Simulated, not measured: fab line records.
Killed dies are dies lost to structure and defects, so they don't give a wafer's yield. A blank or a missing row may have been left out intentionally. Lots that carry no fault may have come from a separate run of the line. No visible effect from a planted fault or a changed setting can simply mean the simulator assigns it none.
Which tool was responsible?    flow berkeleyCmos170    21 wafers from 7 lots sampled at 4 of the route's 331 steps

## WHAT EACH GAUGE READ, for each wafer
UCB170_PSD_TW_MEAS_10.
lot   measured      on            PSD_TW
L826  day 6 12:44   filmMetro-04  2330 2326 2327
L829  day 6 17:31   filmMetro-01  2315 2322 2320
L832  day 7 04:49   filmMetro-03  2311 2317 2298
L833  day 7 18:12   filmMetro-04  2340 2357 2338
L840  day 9 15:49   filmMetro-04  30 30 30
L841  day 9 16:16   filmMetro-04  30 30 30
L848  day 10 19:14  filmMetro-03  2306 2303 2299

## EACH LOT AND THE TOOL THAT RAN IT (in order: tool; ch and the chambers of the sampled wafers; start)
lot   UCB170_NLDD_STRIP_10                 UCB170_PSD_IMPLANT_08            UCB170_PSD_STRIP_09
L826  plasmaAsher-02 ch 0,1, day 6 06:55   implanter-01 ch 0, day 6 12:20   plasmaAsher-01 ch 0,1, day 6 12:38
L829  plasmaAsher-02 ch 1, day 6 11:10     implanter-04 ch 0, day 6 17:16   plasmaAsher-01 ch 0,1, day 6 17:25
L832  plasmaAsher-01 ch 0,1, day 6 20:03   implanter-04 ch 0, day 7 04:34   plasmaAsher-02 ch 0,1, day 7 04:43
L833  plasmaAsher-02 ch 0,1, day 7 12:44   implanter-02 ch 0, day 7 17:57   plasmaAsher-03 ch 0,1, day 7 18:06
L840  plasmaAsher-01 ch 0,1, day 9 09:35   implanter-02, day 9 15:35        plasmaAsher-03 ch 0,1, day 9 15:43
L841  plasmaAsher-01 ch 0,1, day 9 10:20   implanter-01, day 9 16:02        plasmaAsher-03 ch 0,1, day 9 16:09
L848  plasmaAsher-02 ch 0,1, day 10 14:33  implanter-04 ch 0, day 10 18:59  plasmaAsher-03 ch 0,1, day 10 19:08
- UCB170_NLDD_STRIP_10: strips in O2.
- UCB170_PSD_IMPLANT_08
- UCB170_PSD_STRIP_09: strips in O2.

## THE ANSWER, worked out from the rows above alone
Rule: what is usual is taken from the lots themselves. The widest of any qualifying gaps counts: lots, ordered by their means at a reading, are off when they make up no more than a third of the lots, leave a main group of 4 or more, and stand apart from it by 3 or more times the standard deviation of that group's means. If all means in a main group match to the digits the tables above print for the reading, that group is not used. Also off: a lot with no number at a reading for which 4 or more lots have one. Where the step has rows for the other lots, those lots are counted as sound.
Off: L840, L841, seen at UCB170_PSD_TW_MEAS_10 (PSD_TW). The main group has a mean of 2321 with a standard deviation of 15.
A tool fits if, at a process step before that reading, it ran every lot that is off, and no sound lot after the first of them. The gauges at UCB170_PSD_TW_MEAS_10 are tried like those tools. This does not decide it: 2 tools fit, namely plasmaAsher-01 at UCB170_NLDD_STRIP_10 and filmMetro-04 at UCB170_PSD_TW_MEAS_10.

## WHAT WAS PUT IN BY THE SIMULATOR
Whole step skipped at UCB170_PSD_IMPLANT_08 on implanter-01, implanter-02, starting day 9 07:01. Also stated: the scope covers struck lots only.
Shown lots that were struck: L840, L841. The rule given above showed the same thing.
